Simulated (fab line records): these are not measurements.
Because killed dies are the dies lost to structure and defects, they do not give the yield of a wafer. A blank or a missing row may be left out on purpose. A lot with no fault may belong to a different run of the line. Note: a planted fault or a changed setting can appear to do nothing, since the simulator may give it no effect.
Split-lot study    flow berkeley_cmos170    5 lots, 23 wafers read, on a route of 331 steps

== ON THE SPLIT ==
At UCB170_ZERO_COAT_01 (resist thk 900 nm), the setting spin_rpm was moved away from the recipe's 1500 rpm on 7 of the 23 wafers read, by -3.9% to -2.4%. The other wafers ran this setting at the recipe's value.

The reading comes from the split's own step.

== THE READING ==
KrF_of_ZERO_COAT_01.thk_nm (the simulator's own value, which no gauge read), in nm, at UCB170_ZERO_COAT_01 (resist thk 900 nm). No usual value for it is given in the file. Average 900.6 nm, standard deviation 2.4 nm, over the 16 wafers here run with the recipe.

wafer   tool, chamber at the split  spin_rpm as run, rpm  against the recipe  KrF_of_ZERO_COAT_01.thk_nm, nm  against lot-mates on the recipe
L075.1  litho_track-03, 0           1500                  recipe              905.4                           -
L075.2  litho_track-03, 0           1456                  -2.9%               915.5                           +12.1
L075.3  litho_track-03, 0           1500                  recipe              902.5                           -
L075.5  litho_track-03, 0           1500                  recipe              902.3                           -
L075.6  litho_track-03, 0           1456                  -2.9%               914.2                           +10.8
L076.1  litho_track-02, 0           1442                  -3.9%               920.1                           +19.1
L076.2  litho_track-02, 0           1500                  recipe              901.4                           -
L076.3  litho_track-02, 0           1442                  -3.9%               921.4                           +20.4
L076.4  litho_track-02, 0           1442                  -3.9%               917.8                           +16.8
L076.5  litho_track-02, 0           1500                  recipe              900.7                           -
L077.1  litho_track-03, 0           1500                  recipe              898.2                           -
L077.2  litho_track-03, 0           1500                  recipe              898.9                           -
L077.3  litho_track-03, 0           1500                  recipe              897.6                           -
L082.2  litho_track-02, 0           1500                  recipe              900.9                           -
L082.3  litho_track-02, 0           1500                  recipe              900.6                           -
L082.4  litho_track-02, 0           1500                  recipe              904.1                           -
L082.5  litho_track-02, 0           1500                  recipe              901.9                           -
L082.6  litho_track-02, 0           1500                  recipe              901.7                           -
L083.1  litho_track-02, 0           1464                  -2.4%               909.3                           +11.6
L083.2  litho_track-02, 0           1500                  recipe              898.1                           -
L083.3  litho_track-02, 0           1500                  recipe              897.3                           -
L083.4  litho_track-02, 0           1464                  -2.4%               909.5                           +11.8
L083.6  litho_track-02, 0           1500                  recipe              897.7                           -

THE FIT
A straight line over all 23 wafers: KrF_of_ZERO_COAT_01.thk_nm changes by -4.77 nm for each +1% of spin_rpm; r = -0.96; the points scatter about the line by 2.3 nm.
The same after taking each lot's own level away (the mean of its wafers on the recipe; 23 wafers): -4.64 nm for each +1%; r = -0.99; scatter 1.3 nm.
The reading moves by 18 nm for the largest change in spin_rpm, on that fit.
The span of the lots' own levels, 897.70 to 903.40 nm, comes to 2.4 times the standard deviation stated above.
The two slopes agree, so the slope changes little with the lot-to-lot level.
Check: +17.6 nm against its lot-mates is what the line predicts for one of the wafers moved furthest among these (-3.9%) when that wafer is left out of the fit. It came out at +19.1 nm against them.

== THE WHOLE CHAIN: every reading that the file lists as answering this split, in the file's order ==
step                  what it does       reading                                                                      change (the file's fit)               r (the file's)
UCB170_ZERO_COAT_01   resist thk 900 nm  KrF_of_ZERO_COAT_01.thk_nm (the simulator's own value, which no gauge read)  -4.57 nm for each +1% of the setting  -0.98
UCB170_ZERO_STRIP_07  strips in O2       strip_time_to_endpoint_s                                                     withheld for each +1% of the setting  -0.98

== FILE'S OWN FIT ==
KrF_of_ZERO_COAT_01.thk_nm changes by -4.57 nm for each +1% of spin_rpm, r = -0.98.
